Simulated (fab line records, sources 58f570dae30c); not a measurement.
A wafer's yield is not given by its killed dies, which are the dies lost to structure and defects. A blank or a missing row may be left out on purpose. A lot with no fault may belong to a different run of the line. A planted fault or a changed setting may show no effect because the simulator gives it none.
2 desks looking at one fault	flow berkeleyCmos170	each desk holds nothing but its own numbers, with what lay behind them at the end

## FROM THE METROLOGY DESK
What the gauges read for every lot (on any tool): the sampled wafers with a number, averaged. A lot is out of limits, marked OUT, if its mean lies more than 4 standard deviations from the usual mean; the brackets give that distance.
Columns: A = NWELL_NITRIDE_THK at UCB170_NWELL_THK_MEAS_05, usual 220.2 nm; B = NWELL_TW at UCB170_NWELL_TW_MEAS_16, usual 1249; C = M3_OVL at UCB170_M3_OVL_MEAS_16, usual -5 nm
lot	first seen here	A	B	C
L864	day 2 10:22	222.8	1244	-13
L866	day 2 18:10	223.8	1244	-7
L867	day 3 04:17	224.2	1242	-2
L868	day 3 08:30	219.3	1248	2
L870	day 3 21:23	219.7	1252	9
L872	day 4 02:58	217.1	1243	0
L873	day 4 02:58	218.0	1255	-4
L881	day 5 19:13	218.0	1245	-7
L879	day 5 19:13	224.4	1243	-3
L882	day 6 05:10	221.2	1246	-11
L883	day 6 05:13	220.1	1254	-12
L886	day 6 17:14	215.4	1241	-6
L887	day 7 00:30	224.7	1253	-4
This desk found nothing out of limits on any of the 13 lots.

## THE TOOL OWNER'S DESK: pecvd-02
The tool's own readings at UCB170_SPACER_CVD_00 (deposits SiO2 from TEOS/O2, target thk 376 nm, time 47 s): means of the sampled wafers that have a number, for each lot that ran on this tool. A lot is out of limits, marked OUT, if its mean lies more than 4 standard deviations from the usual mean; the brackets give that distance.
Columns: A = heaterPowerW at UCB170_SPACER_CVD_00, usual 243 W; B = runLengthS at UCB170_SPACER_CVD_00, usual 75.1 s
lot	first seen here	A	B
L864	day 7 00:07	242	75.1
L867	day 7 11:53	237	75.3
L873	day 8 02:58	255	75.2
L881	day 9 14:38	272	77.1
This desk found nothing out of limits on any of the 4 lots.

## PUT TOGETHER
Metrology desk: nothing out of limits seen.
Nothing out of limits was seen by the tool owner's desk.

## WHAT THE SIMULATOR HAD INSERTED
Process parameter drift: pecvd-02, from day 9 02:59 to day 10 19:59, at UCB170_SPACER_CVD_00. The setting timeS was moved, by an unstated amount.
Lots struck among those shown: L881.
